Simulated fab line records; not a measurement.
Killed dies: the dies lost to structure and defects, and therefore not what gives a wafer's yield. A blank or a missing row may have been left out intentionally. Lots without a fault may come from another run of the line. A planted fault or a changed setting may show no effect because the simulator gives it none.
fab line records || flow rit_cmos
record {"lots": 14, "wafers": 42, "last_day": 7}
route steps=202 shown ACTIVE@12 PWELL@45 GATE@89 NSD@137
lots untouched by any fault: they come from a run of this same line in which no faults occurred
start_h: start of the lot's first displayed wafer, in hours after the record's first day || wait_h: how many hours have passed since the lot's step before this one || " same as the row above || L1.1+2: a row that stands for several wafers || - either no value or no given start || * or withheld: withheld || < > ~ a bound
route shown NAME@n: names a module that has steps shown in the file, with the first one's number in the route || usual: mean/standard deviation of fault-free wafers || same: alike in all rows || chamber/n: place in a boat || sites: per-site readings || _std_site: their standard deviation || _edge_site: inner sites' mean taken away from outer sites' mean || radius_mm: how far each site lies from the wafer's centre || mask NAME#n: copy n || behind: the most recent tool/chamber to have shaped the wafer || hold: what put the lot on hold/how long, in hours/how the hold closed || device: names the non-switching transistor (n, p or np) || end of line: the tests these same wafers got at the end of their route || a step without rows: its recipe alone || killed: the dies lost at the first sort to structure and to defects; this is not the yield of the wafer || map: per-die view of a wafer (x killed, . not killed, _ where there is no die)
set.NAME: the setting as run; set.NAME@STEP: as run at that earlier step || model.NAME: the simulator's own value behind a step, which no gauge read
a sample of lots followed through the steps of the route, with each step as a table and each wafer as a row
services: a tool's chamber out of use, with start hour (start_h, from the record's first day; less than 0 if before it), hours out, and reason
## steps
# step RIT_ACTIVE_CD_MEAS_11
# recipe {"target_cd_nm": 1400}
# usual {"cd_nm": "1399.2/2.4"}
{"lot.wafer": "L170.3", "tool": "cd_sem-01", "chamber": "-", "start_h": 19.60, "wait_h": "-", "cd_nm": 1399.9}
{"lot.wafer": "L170.5", "tool": "cd_sem-01", "chamber": "-", "start_h": 19.60, "wait_h": "-", "cd_nm": 1400.0}
{"lot.wafer": "L170.6", "tool": "cd_sem-01", "chamber": "-", "start_h": 19.60, "wait_h": "-", "cd_nm": 1398.7}
{"lot.wafer": "L171.1", "tool": "cd_sem-02", "chamber": "-", "start_h": 24.44, "wait_h": "-", "cd_nm": 1400.5}
{"lot.wafer": "L171.4", "tool": "cd_sem-02", "chamber": "-", "start_h": 24.44, "wait_h": "-", "cd_nm": 1401.7}
{"lot.wafer": "L171.6", "tool": "cd_sem-02", "chamber": "-", "start_h": 24.44, "wait_h": "-", "cd_nm": 1402.1}
{"lot.wafer": "L173.1", "tool": "cd_sem-02", "chamber": "-", "start_h": 34.58, "wait_h": "-", "cd_nm": 1399.5}
{"lot.wafer": "L173.2", "tool": "cd_sem-02", "chamber": "-", "start_h": 34.58, "wait_h": "-", "cd_nm": 1397.1}
{"lot.wafer": "L173.6", "tool": "cd_sem-02", "chamber": "-", "start_h": 34.58, "wait_h": "-", "cd_nm": 1398.4}
{"lot.wafer": "L174.2", "tool": "cd_sem-02", "chamber": "-", "start_h": 39.58, "wait_h": "-", "cd_nm": 1398.5}
{"lot.wafer": "L174.4", "tool": "cd_sem-02", "chamber": "-", "start_h": 39.58, "wait_h": "-", "cd_nm": 1399.8}
{"lot.wafer": "L174.5", "tool": "cd_sem-02", "chamber": "-", "start_h": 39.58, "wait_h": "-", "cd_nm": 1400.5}
{"lot.wafer": "L179.1", "tool": "cd_sem-01", "chamber": "-", "start_h": 64.66, "wait_h": "-", "cd_nm": 1400.2}
{"lot.wafer": "L179.4", "tool": "cd_sem-01", "chamber": "-", "start_h": 64.66, "wait_h": "-", "cd_nm": 1398.2}
{"lot.wafer": "L179.6", "tool": "cd_sem-01", "chamber": "-", "start_h": 64.66, "wait_h": "-", "cd_nm": 1400.0}
{"lot.wafer": "L180.2", "tool": "cd_sem-01", "chamber": "-", "start_h": 69.58, "wait_h": "-", "cd_nm": 1399.4}
{"lot.wafer": "L180.4", "tool": "cd_sem-01", "chamber": "-", "start_h": 69.58, "wait_h": "-", "cd_nm": 1399.3}
{"lot.wafer": "L180.6", "tool": "cd_sem-01", "chamber": "-", "start_h": 69.58, "wait_h": "-", "cd_nm": 1400.5}
{"lot.wafer": "L181.1", "tool": "cd_sem-01", "chamber": "-", "start_h": 75.75, "wait_h": "-", "cd_nm": 1399.5}
{"lot.wafer": "L181.4", "tool": "cd_sem-01", "chamber": "-", "start_h": 75.75, "wait_h": "-", "cd_nm": 1399.3}
{"lot.wafer": "L181.5", "tool": "cd_sem-01", "chamber": "-", "start_h": 75.75, "wait_h": "-", "cd_nm": 1398.0}
{"lot.wafer": "L182.4", "tool": "cd_sem-01", "chamber": "-", "start_h": 82.08, "wait_h": "-", "cd_nm": 1400.3}
{"lot.wafer": "L182.5", "tool": "cd_sem-01", "chamber": "-", "start_h": 82.08, "wait_h": "-", "cd_nm": 1400.4}
{"lot.wafer": "L182.6", "tool": "cd_sem-01", "chamber": "-", "start_h": 82.08, "wait_h": "-", "cd_nm": 1400.5}
{"lot.wafer": "L187.2", "tool": "cd_sem-01", "chamber": "-", "start_h": 104.46, "wait_h": "-", "cd_nm": 1404.6}
{"lot.wafer": "L187.3", "tool": "cd_sem-01", "chamber": "-", "start_h": 104.46, "wait_h": "-", "cd_nm": 1402.6}
{"lot.wafer": "L187.4", "tool": "cd_sem-01", "chamber": "-", "start_h": 104.46, "wait_h": "-", "cd_nm": 1404.0}
{"lot.wafer": "L188.4", "tool": "cd_sem-01", "chamber": "-", "start_h": 109.50, "wait_h": "-", "cd_nm": 1393.2}
{"lot.wafer": "L188.5", "tool": "cd_sem-01", "chamber": "-", "start_h": 109.50, "wait_h": "-", "cd_nm": 1395.6}
{"lot.wafer": "L188.6", "tool": "cd_sem-01", "chamber": "-", "start_h": 109.50, "wait_h": "-", "cd_nm": 1394.0}
{"lot.wafer": "L189.3", "tool": "cd_sem-01", "chamber": "-", "start_h": 114.60, "wait_h": "-", "cd_nm": 1397.9}
{"lot.wafer": "L189.4", "tool": "cd_sem-01", "chamber": "-", "start_h": 114.60, "wait_h": "-", "cd_nm": 1395.7}
{"lot.wafer": "L189.5", "tool": "cd_sem-01", "chamber": "-", "start_h": 114.60, "wait_h": "-", "cd_nm": 1395.7}
{"lot.wafer": "L190.1", "tool": "cd_sem-01", "chamber": "-", "start_h": 119.56, "wait_h": "-", "cd_nm": 1397.3}
{"lot.wafer": "L190.2", "tool": "cd_sem-01", "chamber": "-", "start_h": 119.56, "wait_h": "-", "cd_nm": 1398.2}
{"lot.wafer": "L190.5", "tool": "cd_sem-01", "chamber": "-", "start_h": 119.56, "wait_h": "-", "cd_nm": 1396.1}
{"lot.wafer": "L191.1", "tool": "cd_sem-01", "chamber": "-", "start_h": 125.21, "wait_h": "-", "cd_nm": 1397.4}
{"lot.wafer": "L191.3", "tool": "cd_sem-01", "chamber": "-", "start_h": 125.21, "wait_h": "-", "cd_nm": 1394.7}
{"lot.wafer": "L191.5", "tool": "cd_sem-01", "chamber": "-", "start_h": 125.21, "wait_h": "-", "cd_nm": 1395.5}
{"lot.wafer": "L192.3", "tool": "cd_sem-01", "chamber": "-", "start_h": 129.60, "wait_h": "-", "cd_nm": 1401.1}
{"lot.wafer": "L192.4", "tool": "cd_sem-01", "chamber": "-", "start_h": 129.60, "wait_h": "-", "cd_nm": 1398.6}
{"lot.wafer": "L192.5", "tool": "cd_sem-01", "chamber": "-", "start_h": 129.60, "wait_h": "-", "cd_nm": 1400.5}
# step RIT_PWELL_OVL_MEAS_06
# usual {"PWELL_OVL": "0.7/1.3"}
{"lot.wafer": "L170.3", "tool": "overlay-01", "chamber": "-", "start_h": 27.04, "wait_h": "-", "PWELL_OVL[nm]": 0.6}
{"lot.wafer": "L170.5", "tool": "overlay-01", "chamber": "-", "start_h": 27.04, "wait_h": "-", "PWELL_OVL[nm]": 1.6}
{"lot.wafer": "L170.6", "tool": "overlay-01", "chamber": "-", "start_h": 27.04, "wait_h": "-", "PWELL_OVL[nm]": 0.1}
{"lot.wafer": "L171.1", "tool": "overlay-01", "chamber": "-", "start_h": 31.96, "wait_h": "-", "PWELL_OVL[nm]": 0.8}
{"lot.wafer": "L171.4", "tool": "overlay-01", "chamber": "-", "start_h": 31.96, "wait_h": "-", "PWELL_OVL[nm]": 0.5}
{"lot.wafer": "L171.6", "tool": "overlay-01", "chamber": "-", "start_h": 31.96, "wait_h": "-", "PWELL_OVL[nm]": 0.7}
{"lot.wafer": "L173.1", "tool": "overlay-02", "chamber": "-", "start_h": 43.25, "wait_h": "-", "PWELL_OVL[nm]": 3.2}
{"lot.wafer": "L173.2", "tool": "overlay-02", "chamber": "-", "start_h": 43.25, "wait_h": "-", "PWELL_OVL[nm]": 2.2}
{"lot.wafer": "L173.6", "tool": "overlay-02", "chamber": "-", "start_h": 43.25, "wait_h": "-", "PWELL_OVL[nm]": -0.2}
{"lot.wafer": "L174.2", "tool": "overlay-01", "chamber": "-", "start_h": 48.43, "wait_h": "-", "PWELL_OVL[nm]": -0.2}
{"lot.wafer": "L174.4", "tool": "overlay-01", "chamber": "-", "start_h": 48.43, "wait_h": "-", "PWELL_OVL[nm]": -0.7}
{"lot.wafer": "L174.5", "tool": "overlay-01", "chamber": "-", "start_h": 48.43, "wait_h": "-", "PWELL_OVL[nm]": -2.5}
{"lot.wafer": "L179.1", "tool": "overlay-02", "chamber": "-", "start_h": 72.32, "wait_h": "-", "PWELL_OVL[nm]": 1.4}
{"lot.wafer": "L179.4", "tool": "overlay-02", "chamber": "-", "start_h": 72.32, "wait_h": "-", "PWELL_OVL[nm]": 2.1}
{"lot.wafer": "L179.6", "tool": "overlay-02", "chamber": "-", "start_h": 72.32, "wait_h": "-", "PWELL_OVL[nm]": 3.4}
{"lot.wafer": "L180.2", "tool": "overlay-02", "chamber": "-", "start_h": 78.31, "wait_h": "-", "PWELL_OVL[nm]": 1.9}
{"lot.wafer": "L180.4", "tool": "overlay-02", "chamber": "-", "start_h": 78.31, "wait_h": "-", "PWELL_OVL[nm]": 1.0}
{"lot.wafer": "L180.6", "tool": "overlay-02", "chamber": "-", "start_h": 78.31, "wait_h": "-", "PWELL_OVL[nm]": 0.7}
{"lot.wafer": "L181.1", "tool": "overlay-02", "chamber": "-", "start_h": 82.98, "wait_h": "-", "PWELL_OVL[nm]": 1.3}
{"lot.wafer": "L181.4", "tool": "overlay-02", "chamber": "-", "start_h": 82.98, "wait_h": "-", "PWELL_OVL[nm]": 3.0}
{"lot.wafer": "L181.5", "tool": "overlay-02", "chamber": "-", "start_h": 82.98, "wait_h": "-", "PWELL_OVL[nm]": 2.3}
{"lot.wafer": "L182.4", "tool": "overlay-01", "chamber": "-", "start_h": 91.02, "wait_h": "-", "PWELL_OVL[nm]": -1.1}
{"lot.wafer": "L182.5", "tool": "overlay-01", "chamber": "-", "start_h": 91.02, "wait_h": "-", "PWELL_OVL[nm]": -1.0}
{"lot.wafer": "L182.6", "tool": "overlay-01", "chamber": "-", "start_h": 91.02, "wait_h": "-", "PWELL_OVL[nm]": -0.9}
{"lot.wafer": "L187.2", "tool": "overlay-02", "chamber": "-", "start_h": 112.18, "wait_h": "-", "PWELL_OVL[nm]": 0.6}
{"lot.wafer": "L187.3", "tool": "overlay-02", "chamber": "-", "start_h": 112.18, "wait_h": "-", "PWELL_OVL[nm]": 0.4}
{"lot.wafer": "L187.4", "tool": "overlay-02", "chamber": "-", "start_h": 112.18, "wait_h": "-", "PWELL_OVL[nm]": 1.0}
{"lot.wafer": "L188.4", "tool": "overlay-02", "chamber": "-", "start_h": 116.94, "wait_h": "-", "PWELL_OVL[nm]": 2.3}
{"lot.wafer": "L188.5", "tool": "overlay-02", "chamber": "-", "start_h": 116.94, "wait_h": "-", "PWELL_OVL[nm]": 2.2}
{"lot.wafer": "L188.6", "tool": "overlay-02", "chamber": "-", "start_h": 116.94, "wait_h": "-", "PWELL_OVL[nm]": 1.4}
{"lot.wafer": "L189.3", "tool": "overlay-01", "chamber": "-", "start_h": 123.07, "wait_h": "-", "PWELL_OVL[nm]": 2.1}
{"lot.wafer": "L189.4", "tool": "overlay-01", "chamber": "-", "start_h": 123.07, "wait_h": "-", "PWELL_OVL[nm]": 1.2}
{"lot.wafer": "L189.5", "tool": "overlay-01", "chamber": "-", "start_h": 123.07, "wait_h": "-", "PWELL_OVL[nm]": 1.8}
{"lot.wafer": "L190.1", "tool": "overlay-02", "chamber": "-", "start_h": 127.17, "wait_h": "-", "PWELL_OVL[nm]": 3.1}
{"lot.wafer": "L190.2", "tool": "overlay-02", "chamber": "-", "start_h": 127.17, "wait_h": "-", "PWELL_OVL[nm]": 3.3}
{"lot.wafer": "L190.5", "tool": "overlay-02", "chamber": "-", "start_h": 127.17, "wait_h": "-", "PWELL_OVL[nm]": 1.7}
{"lot.wafer": "L191.1", "tool": "overlay-02", "chamber": "-", "start_h": 133.62, "wait_h": "-", "PWELL_OVL[nm]": 1.3}
{"lot.wafer": "L191.3", "tool": "overlay-02", "chamber": "-", "start_h": 133.62, "wait_h": "-", "PWELL_OVL[nm]": 1.6}
{"lot.wafer": "L191.5", "tool": "overlay-02", "chamber": "-", "start_h": 133.62, "wait_h": "-", "PWELL_OVL[nm]": 1.9}
{"lot.wafer": "L192.3", "tool": "overlay-01", "chamber": "-", "start_h": 137.19, "wait_h": "-", "PWELL_OVL[nm]": -1.3}
{"lot.wafer": "L192.4", "tool": "overlay-01", "chamber": "-", "start_h": 137.19, "wait_h": "-", "PWELL_OVL[nm]": 0.2}
{"lot.wafer": "L192.5", "tool": "overlay-01", "chamber": "-", "start_h": 137.19, "wait_h": "-", "PWELL_OVL[nm]": 0.7}
# step RIT_GATE_EXPOSE_13
# recipe {"mask_id": "M6", "na": 0.6, "source_shape": "conventional", "sigma_outer": 0.6, "target_cd_nm": 150, "dose_mj": 380}
# usual {"exposure_dose_mJ_cm2": "380.0/0.39", "focus_offset_nm": "0.1/0.49"}
{"lot.wafer": "L170.3", "tool": "iline_stepper-02", "chamber": 0, "start_h": 40.71, "wait_h": 0.2, "mask": "M6#0", "exposure_dose_mJ_cm2": 380.3, "focus_offset_nm": 0.3}
{"lot.wafer": "L170.5", "tool": "iline_stepper-02", "chamber": 0, "start_h": 40.71, "wait_h": 0.2, "mask": "M6#0", "exposure_dose_mJ_cm2": 380.4, "focus_offset_nm": -0.2}
{"lot.wafer": "L170.6", "tool": "iline_stepper-02", "chamber": 0, "start_h": 40.71, "wait_h": 0.2, "mask": "M6#0", "exposure_dose_mJ_cm2": 379.8, "focus_offset_nm": -0.9}
{"lot.wafer": "L171.1", "tool": "iline_stepper-01", "chamber": 0, "start_h": 45.33, "wait_h": 0.2, "mask": "M6#0", "exposure_dose_mJ_cm2": 380.1, "focus_offset_nm": -0.5}
{"lot.wafer": "L171.4", "tool": "iline_stepper-01", "chamber": 0, "start_h": 45.33, "wait_h": 0.2, "mask": "M6#0", "exposure_dose_mJ_cm2": 380.4, "focus_offset_nm": -0.1}
{"lot.wafer": "L171.6", "tool": "iline_stepper-01", "chamber": 0, "start_h": 45.33, "wait_h": 0.2, "mask": "M6#0", "exposure_dose_mJ_cm2": 379.9, "focus_offset_nm": -0.3}
{"lot.wafer": "L173.1", "tool": "iline_stepper-02", "chamber": 0, "start_h": 56.95, "wait_h": 0.2, "mask": "M6#0", "exposure_dose_mJ_cm2": 379.9, "focus_offset_nm": -0.6}
{"lot.wafer": "L173.2", "tool": "iline_stepper-02", "chamber": 0, "start_h": 56.95, "wait_h": 0.2, "mask": "M6#0", "exposure_dose_mJ_cm2": 380.1, "focus_offset_nm": -0.6}
{"lot.wafer": "L173.6", "tool": "iline_stepper-02", "chamber": 0, "start_h": 56.95, "wait_h": 0.2, "mask": "M6#0", "exposure_dose_mJ_cm2": 379.9, "focus_offset_nm": -0.3}
{"lot.wafer": "L174.2", "tool": "iline_stepper-02", "chamber": 0, "start_h": 64.52, "wait_h": 0.1, "mask": "M6#0", "exposure_dose_mJ_cm2": 379.2, "focus_offset_nm": 0.1}
{"lot.wafer": "L174.4", "tool": "iline_stepper-02", "chamber": 0, "start_h": 64.52, "wait_h": 0.1, "mask": "M6#0", "exposure_dose_mJ_cm2": 380.0, "focus_offset_nm": -0.8}
{"lot.wafer": "L174.5", "tool": "iline_stepper-02", "chamber": 0, "start_h": 64.52, "wait_h": 0.1, "mask": "M6#0", "exposure_dose_mJ_cm2": 380.7, "focus_offset_nm": 0.8}
{"lot.wafer": "L179.1", "tool": "iline_stepper-02", "chamber": 0, "start_h": 86.12, "wait_h": 0.1, "mask": "M6#0", "exposure_dose_mJ_cm2": 379.1, "focus_offset_nm": 0.3}
{"lot.wafer": "L179.4", "tool": "iline_stepper-02", "chamber": 0, "start_h": 86.12, "wait_h": 0.1, "mask": "M6#0", "exposure_dose_mJ_cm2": 379.9, "focus_offset_nm": -1.0}
{"lot.wafer": "L179.6", "tool": "iline_stepper-02", "chamber": 0, "start_h": 86.12, "wait_h": 0.1, "mask": "M6#0", "exposure_dose_mJ_cm2": 379.6, "focus_offset_nm": 0.1}
{"lot.wafer": "L180.2", "tool": "iline_stepper-02", "chamber": 0, "start_h": 91.55, "wait_h": 0.1, "mask": "M6#0", "exposure_dose_mJ_cm2": 380.7, "focus_offset_nm": 0.1}
{"lot.wafer": "L180.4", "tool": "iline_stepper-02", "chamber": 0, "start_h": 91.55, "wait_h": 0.1, "mask": "M6#0", "exposure_dose_mJ_cm2": 380.9, "focus_offset_nm": 0.0}
{"lot.wafer": "L180.6", "tool": "iline_stepper-02", "chamber": 0, "start_h": 91.55, "wait_h": 0.1, "mask": "M6#0", "exposure_dose_mJ_cm2": 380.1, "focus_offset_nm": -0.7}
{"lot.wafer": "L181.1", "tool": "iline_stepper-02", "chamber": "-", "start_h": 96.33, "wait_h": 0.1, "mask": "M6#0", "exposure_dose_mJ_cm2": "-", "focus_offset_nm": "-"}
{"lot.wafer": "L181.4", "tool": "iline_stepper-02", "chamber": "-", "start_h": 96.33, "wait_h": 0.1, "mask": "M6#0", "exposure_dose_mJ_cm2": "-", "focus_offset_nm": "-"}
{"lot.wafer": "L181.5", "tool": "iline_stepper-02", "chamber": "-", "start_h": 96.33, "wait_h": 0.1, "mask": "M6#0", "exposure_dose_mJ_cm2": "-", "focus_offset_nm": "-"}
{"lot.wafer": "L182.4", "tool": "iline_stepper-02", "chamber": "-", "start_h": 105.62, "wait_h": 0.1, "mask": "M6#0", "exposure_dose_mJ_cm2": "-", "focus_offset_nm": "-"}
{"lot.wafer": "L182.5", "tool": "iline_stepper-02", "chamber": "-", "start_h": 105.62, "wait_h": 0.1, "mask": "M6#0", "exposure_dose_mJ_cm2": "-", "focus_offset_nm": "-"}
{"lot.wafer": "L182.6", "tool": "iline_stepper-02", "chamber": "-", "start_h": 105.62, "wait_h": 0.1, "mask": "M6#0", "exposure_dose_mJ_cm2": "-", "focus_offset_nm": "-"}
{"lot.wafer": "L187.2", "tool": "iline_stepper-02", "chamber": 0, "start_h": 126.25, "wait_h": 0.1, "mask": "M6#0", "exposure_dose_mJ_cm2": 380.6, "focus_offset_nm": 0.3}
{"lot.wafer": "L187.3", "tool": "iline_stepper-02", "chamber": 0, "start_h": 126.25, "wait_h": 0.1, "mask": "M6#0", "exposure_dose_mJ_cm2": 380.0, "focus_offset_nm": 0.5}
{"lot.wafer": "L187.4", "tool": "iline_stepper-02", "chamber": 0, "start_h": 126.25, "wait_h": 0.1, "mask": "M6#0", "exposure_dose_mJ_cm2": 380.2, "focus_offset_nm": 0.0}
{"lot.wafer": "L188.4", "tool": "iline_stepper-02", "chamber": 0, "start_h": 130.86, "wait_h": 0.1, "mask": "M6#0", "exposure_dose_mJ_cm2": 380.4, "focus_offset_nm": 1.0}
{"lot.wafer": "L188.5", "tool": "iline_stepper-02", "chamber": 0, "start_h": 130.86, "wait_h": 0.1, "mask": "M6#0", "exposure_dose_mJ_cm2": 379.7, "focus_offset_nm": 0.6}
{"lot.wafer": "L188.6", "tool": "iline_stepper-02", "chamber": 0, "start_h": 130.86, "wait_h": 0.1, "mask": "M6#0", "exposure_dose_mJ_cm2": 380.2, "focus_offset_nm": 0.5}
{"lot.wafer": "L189.3", "tool": "iline_stepper-02", "chamber": 0, "start_h": 136.72, "wait_h": 0.1, "mask": "M6#0", "exposure_dose_mJ_cm2": 379.9, "focus_offset_nm": 0.5}
{"lot.wafer": "L189.4", "tool": "iline_stepper-02", "chamber": 0, "start_h": 136.72, "wait_h": 0.1, "mask": "M6#0", "exposure_dose_mJ_cm2": 380.3, "focus_offset_nm": 0.2}
{"lot.wafer": "L189.5", "tool": "iline_stepper-02", "chamber": 0, "start_h": 136.72, "wait_h": 0.1, "mask": "M6#0", "exposure_dose_mJ_cm2": 380.0, "focus_offset_nm": -0.8}
{"lot.wafer": "L190.1", "tool": "iline_stepper-02", "chamber": 0, "start_h": 140.66, "wait_h": 0.1, "mask": "M6#0", "exposure_dose_mJ_cm2": 379.2, "focus_offset_nm": -0.1}
{"lot.wafer": "L190.2", "tool": "iline_stepper-02", "chamber": 0, "start_h": 140.66, "wait_h": 0.1, "mask": "M6#0", "exposure_dose_mJ_cm2": 379.3, "focus_offset_nm": -0.6}
{"lot.wafer": "L190.5", "tool": "iline_stepper-02", "chamber": 0, "start_h": 140.66, "wait_h": 0.1, "mask": "M6#0", "exposure_dose_mJ_cm2": 379.6, "focus_offset_nm": -0.4}
{"lot.wafer": "L191.1", "tool": "iline_stepper-01", "chamber": 0, "start_h": 146.96, "wait_h": 0.2, "mask": "M6#0", "exposure_dose_mJ_cm2": 379.8, "focus_offset_nm": 0.3}
{"lot.wafer": "L191.3", "tool": "iline_stepper-01", "chamber": 0, "start_h": 146.96, "wait_h": 0.2, "mask": "M6#0", "exposure_dose_mJ_cm2": 380.4, "focus_offset_nm": -0.7}
{"lot.wafer": "L191.5", "tool": "iline_stepper-01", "chamber": 0, "start_h": 146.96, "wait_h": 0.2, "mask": "M6#0", "exposure_dose_mJ_cm2": 380.3, "focus_offset_nm": -0.4}
{"lot.wafer": "L192.3", "tool": "iline_stepper-02", "chamber": 0, "start_h": 152.15, "wait_h": 0.3, "mask": "M6#0", "exposure_dose_mJ_cm2": 379.1, "focus_offset_nm": -0.1}
{"lot.wafer": "L192.4", "tool": "iline_stepper-02", "chamber": 0, "start_h": 152.15, "wait_h": 0.3, "mask": "M6#0", "exposure_dose_mJ_cm2": 379.1, "focus_offset_nm": 1.0}
{"lot.wafer": "L192.5", "tool": "iline_stepper-02", "chamber": 0, "start_h": 152.15, "wait_h": 0.3, "mask": "M6#0", "exposure_dose_mJ_cm2": 379.2, "focus_offset_nm": 0.2}
# step RIT_NSD_OVL_MEAS_06
# usual {"NSD_OVL": "-0.3/1.3"}
{"lot.wafer": "L170.3", "tool": "overlay-02", "chamber": "-", "start_h": 51.97, "wait_h": "-", "NSD_OVL[nm]": 0.8}
{"lot.wafer": "L170.5", "tool": "overlay-02", "chamber": "-", "start_h": 51.97, "wait_h": "-", "NSD_OVL[nm]": 2.4}
{"lot.wafer": "L170.6", "tool": "overlay-02", "chamber": "-", "start_h": 51.97, "wait_h": "-", "NSD_OVL[nm]": -0.8}
{"lot.wafer": "L171.1", "tool": "overlay-01", "chamber": "-", "start_h": 57.51, "wait_h": "-", "NSD_OVL[nm]": -2.0}
{"lot.wafer": "L171.4", "tool": "overlay-01", "chamber": "-", "start_h": 57.51, "wait_h": "-", "NSD_OVL[nm]": -0.1}
{"lot.wafer": "L171.6", "tool": "overlay-01", "chamber": "-", "start_h": 57.51, "wait_h": "-", "NSD_OVL[nm]": 0.5}
{"lot.wafer": "L173.1", "tool": "overlay-02", "chamber": "-", "start_h": 68.49, "wait_h": "-", "NSD_OVL[nm]": -1.7}
{"lot.wafer": "L173.2", "tool": "overlay-02", "chamber": "-", "start_h": 68.49, "wait_h": "-", "NSD_OVL[nm]": -1.7}
{"lot.wafer": "L173.6", "tool": "overlay-02", "chamber": "-", "start_h": 68.49, "wait_h": "-", "NSD_OVL[nm]": 0.3}
{"lot.wafer": "L174.2", "tool": "overlay-01", "chamber": "-", "start_h": 75.96, "wait_h": "-", "NSD_OVL[nm]": -0.4}
{"lot.wafer": "L174.4", "tool": "overlay-01", "chamber": "-", "start_h": 75.96, "wait_h": "-", "NSD_OVL[nm]": -1.0}
{"lot.wafer": "L174.5", "tool": "overlay-01", "chamber": "-", "start_h": 75.96, "wait_h": "-", "NSD_OVL[nm]": 0.8}
{"lot.wafer": "L179.1", "tool": "overlay-02", "chamber": "-", "start_h": 96.94, "wait_h": "-", "NSD_OVL[nm]": -0.4}
{"lot.wafer": "L179.4", "tool": "overlay-02", "chamber": "-", "start_h": 96.94, "wait_h": "-", "NSD_OVL[nm]": -3.2}
{"lot.wafer": "L179.6", "tool": "overlay-02", "chamber": "-", "start_h": 96.94, "wait_h": "-", "NSD_OVL[nm]": -3.3}
{"lot.wafer": "L180.2", "tool": "overlay-01", "chamber": "-", "start_h": 103.03, "wait_h": "-", "NSD_OVL[nm]": 0.0}
{"lot.wafer": "L180.4", "tool": "overlay-01", "chamber": "-", "start_h": 103.03, "wait_h": "-", "NSD_OVL[nm]": -0.2}
{"lot.wafer": "L180.6", "tool": "overlay-01", "chamber": "-", "start_h": 103.03, "wait_h": "-", "NSD_OVL[nm]": 0.3}
{"lot.wafer": "L187.2", "tool": "overlay-02", "chamber": "-", "start_h": 138.06, "wait_h": "-", "NSD_OVL[nm]": -0.5}
{"lot.wafer": "L187.3", "tool": "overlay-02", "chamber": "-", "start_h": 138.06, "wait_h": "-", "NSD_OVL[nm]": -0.4}
{"lot.wafer": "L187.4", "tool": "overlay-02", "chamber": "-", "start_h": 138.06, "wait_h": "-", "NSD_OVL[nm]": 0.6}
{"lot.wafer": "L188.4", "tool": "overlay-01", "chamber": "-", "start_h": 141.36, "wait_h": "-", "NSD_OVL[nm]": 0.1}
{"lot.wafer": "L188.5", "tool": "overlay-01", "chamber": "-", "start_h": 141.36, "wait_h": "-", "NSD_OVL[nm]": 0.7}
{"lot.wafer": "L188.6", "tool": "overlay-01", "chamber": "-", "start_h": 141.36, "wait_h": "-", "NSD_OVL[nm]": -3.1}
{"lot.wafer": "L189.3", "tool": "overlay-01", "chamber": "-", "start_h": 147.75, "wait_h": "-", "NSD_OVL[nm]": 0.3}
{"lot.wafer": "L189.4", "tool": "overlay-01", "chamber": "-", "start_h": 147.75, "wait_h": "-", "NSD_OVL[nm]": 1.4}
{"lot.wafer": "L189.5", "tool": "overlay-01", "chamber": "-", "start_h": 147.75, "wait_h": "-", "NSD_OVL[nm]": -0.2}
{"lot.wafer": "L190.1", "tool": "overlay-01", "chamber": "-", "start_h": 151.25, "wait_h": "-", "NSD_OVL[nm]": -0.7}
{"lot.wafer": "L190.2", "tool": "overlay-01", "chamber": "-", "start_h": 151.25, "wait_h": "-", "NSD_OVL[nm]": -2.5}
{"lot.wafer": "L190.5", "tool": "overlay-01", "chamber": "-", "start_h": 151.25, "wait_h": "-", "NSD_OVL[nm]": -2.7}
{"lot.wafer": "L191.1", "tool": "overlay-02", "chamber": "-", "start_h": 158.66, "wait_h": "-", "NSD_OVL[nm]": -0.3}
{"lot.wafer": "L191.3", "tool": "overlay-02", "chamber": "-", "start_h": 158.66, "wait_h": "-", "NSD_OVL[nm]": -0.9}
{"lot.wafer": "L191.5", "tool": "overlay-02", "chamber": "-", "start_h": 158.66, "wait_h": "-", "NSD_OVL[nm]": 0.8}
{"lot.wafer": "L192.3", "tool": "overlay-01", "chamber": "-", "start_h": 163.11, "wait_h": "-", "NSD_OVL[nm]": 0.0}
{"lot.wafer": "L192.4", "tool": "overlay-01", "chamber": "-", "start_h": 163.11, "wait_h": "-", "NSD_OVL[nm]": 1.2}
{"lot.wafer": "L192.5", "tool": "overlay-01", "chamber": "-", "start_h": 163.11, "wait_h": "-", "NSD_OVL[nm]": 1.1}
## services
{"tool": "iline_stepper-02", "chamber": 0, "start_h": 31.23, "hours": "-", "kind": "calibration"}
{"tool": "iline_stepper-01", "chamber": 0, "start_h": 104.23, "hours": "-", "kind": "calibration"}
{"tool": "iline_stepper-02", "chamber": "-", "start_h": 120.58, "hours": 1.7, "kind": "pm"}
{"tool": "iline_stepper-01", "chamber": "-", "start_h": 127.32, "hours": 1.7, "kind": "pm"}
## key
first_sign {"step": "RIT_GATE_EXPOSE_13", "reading": "tool_record", "direction": "missing"}
effect none on later readings
met_at RIT_GATE_EXPOSE_13
struck_lots L181,L182
later_rows_left_out L181.1,L181.4,L181.5,L182.4,L182.5,L182.6
sort_left_out L181.1,L181.4,L181.5,L182.4,L182.5,L182.6
tester_left_out L181,L182
not_acting_at RIT_ACTIVE_CD_MEAS_11,RIT_PWELL_OVL_MEAS_06,RIT_NSD_OVL_MEAS_06
onset_between 91.55 96.33
fault {"kind": "skipped_step_whole", "tool": "iline_stepper-02", "chamber": "-", "onset_h": 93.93, "steps": "RIT_GATE_EXPOSE_13", "scope": "struck_lots_only"}
# tester_left_out: of these lots the tester's yield and bins aren't shown, on N5 and GAA mostly nor the transistor test; their killed dies are dies lost to structure and defects alone, not to doping, threshold or leakage, so they don't give the yield
# sort_left_out: the simulated sort isn't trusted on such a fault, so these wafers' sort isn't shown, and their yield isn't known
# later_rows_left_out: the simulator's readings of these wafers behind a module that went badly wrong aren't trusted and aren't shown, but for the sort
